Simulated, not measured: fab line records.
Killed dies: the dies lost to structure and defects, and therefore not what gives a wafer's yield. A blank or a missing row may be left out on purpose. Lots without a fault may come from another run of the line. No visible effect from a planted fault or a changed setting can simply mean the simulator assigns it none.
Tool commonality check / flow berkeley_cmos170 / 14 lots and 48 wafers in the sample

REASON FOR OPENING
2 of 14 lots carry a flag on the reading NLDD_TW at UCB170_NLDD_TW_MEAS_11. Wafers without a fault read 2234, standard deviation 13.
Rule: flag the lot when none of its wafers has a number, or when each of its wafers that has one lies beyond 4 standard deviations from that mean. All remaining lots are regarded as sound.

lot=L190; measured=day 6 03:06; on=film_metro-03; NLDD_TW, wafer by wafer=2238 2230 2237; flag=
lot=L191; measured=day 6 20:39; on=film_metro-04; NLDD_TW, wafer by wafer=2253 2255 2251; flag=
lot=L192; measured=day 7 02:40; on=film_metro-01; NLDD_TW, wafer by wafer=2223 2229 2232; flag=
lot=L194; measured=day 7 13:37; on=film_metro-03; NLDD_TW, wafer by wafer=2225 2223 2219; flag=
lot=L193; measured=day 7 13:44; on=film_metro-04; NLDD_TW, wafer by wafer=2259 2245 2255; flag=
lot=L197; measured=day 7 13:54; on=film_metro-03; NLDD_TW, wafer by wafer=2220 2235 2226; flag=
lot=L200; measured=day 7 23:34; on=film_metro-01; NLDD_TW, wafer by wafer=2252 2246 2249; flag=
lot=L201; measured=day 8 11:56; on=film_metro-04; NLDD_TW, wafer by wafer=2256 2260 2263; flag=
lot=L202; measured=day 8 18:55; on=film_metro-01; NLDD_TW, wafer by wafer=2226 2219 2212; flag=
lot=L204; measured=day 9 06:01; on=film_metro-03; NLDD_TW, wafer by wafer=2221 2231 2232; flag=
lot=L207; measured=day 9 12:18; on=film_metro-03; NLDD_TW, wafer by wafer=2407 2400 2401 2401 2409 2403; flag=FLAGGED
lot=L212; measured=day 10 15:47; on=film_metro-01; NLDD_TW, wafer by wafer=2415 2429 2416 2420 2420 2418; flag=FLAGGED
lot=L211; measured=day 10 15:57; on=film_metro-04; NLDD_TW, wafer by wafer=2250 2249 2243; flag=
lot=L213; measured=day 11 03:16; on=film_metro-01; NLDD_TW, wafer by wafer=2218 2218 2219; flag=
The mean of the flagged lots' numbers is 2412, +178 from the usual (+14 standard deviations).

TOOL THAT RAN EACH LOT
The record holds 1 process step before the reading, out of a route of 331 steps. Each cell gives the tool, then ch followed by the chambers the sampled wafers passed through, then the start.
lot=L190; flag=; UCB170_NLDD_IMPLANT_08=implanter-03 ch 0, day 6 02:43
lot=L191; flag=; UCB170_NLDD_IMPLANT_08=implanter-01 ch 0, day 6 20:16
lot=L192; flag=; UCB170_NLDD_IMPLANT_08=implanter-03 ch 0, day 7 02:16
lot=L194; flag=; UCB170_NLDD_IMPLANT_08=implanter-03 ch 0, day 7 13:13
lot=L193; flag=; UCB170_NLDD_IMPLANT_08=implanter-02 ch 0, day 7 13:20
lot=L197; flag=; UCB170_NLDD_IMPLANT_08=implanter-03 ch 0, day 7 13:30
lot=L200; flag=; UCB170_NLDD_IMPLANT_08=implanter-01 ch 0, day 7 23:10
lot=L201; flag=; UCB170_NLDD_IMPLANT_08=implanter-01 ch 0, day 8 11:32
lot=L202; flag=; UCB170_NLDD_IMPLANT_08=implanter-01 ch 0, day 8 18:31
lot=L204; flag=; UCB170_NLDD_IMPLANT_08=implanter-03 ch 0, day 9 05:38
lot=L207; flag=FLAGGED; UCB170_NLDD_IMPLANT_08=implanter-03 ch 0, day 9 11:52
lot=L212; flag=FLAGGED; UCB170_NLDD_IMPLANT_08=implanter-03 ch 0, day 10 15:23
lot=L211; flag=; UCB170_NLDD_IMPLANT_08=implanter-01 ch 0, day 10 15:35
lot=L213; flag=; UCB170_NLDD_IMPLANT_08=implanter-02 ch 0, day 11 02:54
These steps, and what they do:
- UCB170_NLDD_IMPLANT_08
- UCB170_NLDD_TW_MEAS_11

FLAGGED OVER TOTAL, TOOL BY TOOL (the gauges that took the reading come last)
step=UCB170_NLDD_IMPLANT_08; tool=implanter-01; lots run=5; flagged=0; share of the flagged lots=none; sound lots run after its first flagged lot=-
step=UCB170_NLDD_IMPLANT_08; tool=implanter-02; lots run=2; flagged=0; share of the flagged lots=none; sound lots run after its first flagged lot=-
step=UCB170_NLDD_IMPLANT_08; tool=implanter-03; lots run=7; flagged=2; share of the flagged lots=all; sound lots run after its first flagged lot=0
step=UCB170_NLDD_TW_MEAS_11; tool=film_metro-01; lots run=5; flagged=1; share of the flagged lots=some; sound lots run after its first flagged lot=1 (L213)
step=UCB170_NLDD_TW_MEAS_11; tool=film_metro-03; lots run=5; flagged=1; share of the flagged lots=some; sound lots run after its first flagged lot=0
step=UCB170_NLDD_TW_MEAS_11; tool=film_metro-04; lots run=4; flagged=0; share of the flagged lots=none; sound lots run after its first flagged lot=-

WHAT THE TABLE PERMITS
In the table, 1 row covers all flagged lots: implanter-03 at UCB170_NLDD_IMPLANT_08.
- implanter-03 at UCB170_NLDD_IMPLANT_08: 2 of its 7 lots flagged. It ran its last sound lot, L204, at day 9 05:38 and its first flagged lot, L207, at day 9 11:52: a fault with its onset between the two fits. Its own readings lie more than 4 standard deviations out on every wafer of the flagged lots: dose_ions_cm2, faraday_current_uA.
Just one tool remains: implanter-03 at UCB170_NLDD_IMPLANT_08.

WHAT WAS PUT IN BY THE SIMULATOR
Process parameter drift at UCB170_NLDD_IMPLANT_08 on implanter-03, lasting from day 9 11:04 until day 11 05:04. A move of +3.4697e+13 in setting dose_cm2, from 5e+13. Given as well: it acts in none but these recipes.
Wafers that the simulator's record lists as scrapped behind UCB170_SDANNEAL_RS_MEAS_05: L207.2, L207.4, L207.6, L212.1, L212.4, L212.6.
Lots struck among those shown: L207, L212. The rule given above showed the same thing.
